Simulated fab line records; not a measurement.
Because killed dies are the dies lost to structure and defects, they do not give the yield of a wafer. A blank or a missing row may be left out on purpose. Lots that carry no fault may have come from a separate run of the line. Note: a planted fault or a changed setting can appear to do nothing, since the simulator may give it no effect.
8D (eight disciplines) problem report, filled in by code | flow berkeley cmos170 | the parts of the form that need people (team, actions taken, sign-off) are left out

1. WHAT IS WRONG
Wafers free of any fault read 2314 (standard deviation 24) for PSD_TW at UCB170_PSD_TW_MEAS_10, against a mean of 2098 on 6 wafers of 2 lots. Relative to the usual mean, that is a shift of -9.0 standard deviations.
Earliest sighting: wafer L253.2 on film metro-01 at day 9 22:33. Wafers with a number at this step in the record: 42, from 14 lots. By rule, "out" or "out of limits" means more than 4 standard deviations away from the usual mean. Any other wafer with a number is counted as sound.

2. WHAT IT IS AND WHAT IT IS NOT
question                    | is                           | is not
which readings at this step | PSD_TW                       | -
which lots                  | L253, L255                   | L241, L242, L243, L244, L245, L246, L251, L254, L256, L258, L260, L262
which wafers of those lots  | all that have a number       | -
read on which gauges        | film metro-01, film metro-02 | film metro-03
when                        | from day 9 22:33             | up to then (21 sound wafers); but 15 sound wafers of L254, L256, L258, L260, L262 came after

3. THE SUSPECTS, EACH WITH WHAT RULES IT OUT
Counting: a tool stays on the suspect list if, at a process step up to the reading, it processed all lots that are out and no sound lot following the first of them.
- ruled out: the gauge at UCB170_PSD_TW_MEAS_10. Those wafers that are out were read across 2 gauges (film metro-01, film metro-02).
- implanter-01 at UCB170_PSD_IMPLANT_08: kept. All lots that are out passed through it, beginning with L253 at day 9 22:18, and no sound lot followed; its final sound lot before that point was L245 at day 8 09:13. Its own dose ions cm2, faraday current uA readings are out on those wafers.
The count leaves implanter-01 at UCB170_PSD_IMPLANT_08.

4. THE CAUSE (what the simulator had put in)
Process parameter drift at UCB170_PSD_IMPLANT_08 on implanter-01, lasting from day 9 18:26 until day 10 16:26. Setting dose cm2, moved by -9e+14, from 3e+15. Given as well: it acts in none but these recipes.
After counting, this tool was the only one left.

5. THE EFFECT CHAIN, in route order
One row per reading whose mean, taken over the struck wafers that have a number, lies over 3 standard deviations from the usual. Readings are gone through only where the record gives a usual standard deviation; hours: the median, over the lots, of the time from a lot's start at the first step in this table giving one to that lot's start at this step; sigmas: the change measured in usual standard deviations.
hours | step                       | reading                   | usual         | on struck wafers | change     | sigmas
0     | UCB170_PSD_IMPLANT_08      | dose ions cm2             | 2.999e+15     | 2.100e+15        | -8.987e+14 | -99 or more
0     | UCB170_PSD_IMPLANT_08      | end station pressure torr | 1.25e-05 Torr | 1.02e-05         | -2.30e-06  | -3.5
0     | UCB170_PSD_IMPLANT_08      | faraday current uA        | 9269          | 6467             | -2802      | -16
0     | UCB170_PSD_STRIP_09        | oes product au            | 0.600 a.u.    | 0.654            | +0.054     | +13
0     | UCB170_PSD_STRIP_09        | strip time to endpoint s  | 29.41 s       | 25.79            | -3.62      | -57
0     | UCB170_PSD_TW_MEAS_10      | PSD_TW                    | 2314          | 2098             | -216       | -9.0
4     | UCB170_SDANNEAL_RS_MEAS_02 | PSD_RS                    | 75.5 ohm/sq   | 96.6             | +21.1      | +64
It contains these process steps:
- UCB170_PSD_IMPLANT_08
- UCB170_PSD_STRIP_09: strips in O2.
Later measuring or inspecting steps at which every struck wafer that the step has a row for has a number for every such reading, and none has moved that far: UCB170_V2_CD_MEAS_90, UCB170_M3_BOW_MEAS_20.

6. WHAT WOULD HAVE CAUGHT IT SOONER
In this record the first reading out of limits at a measuring or inspecting step was taken at day 9 22:33, 4 hours after the fault began at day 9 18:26.
At UCB170_PSD_IMPLANT_08, the tool's own readings (dose ions cm2, faraday current uA) were out on each struck wafer the step has a row for, so an alarm limit on them would have fired on the first such wafer.
Of the lots that are out (2), L255 began UCB170_PSD_IMPLANT_08 on implanter-01 after day 9 22:33. Had the tool been put on hold then, it would have been spared.
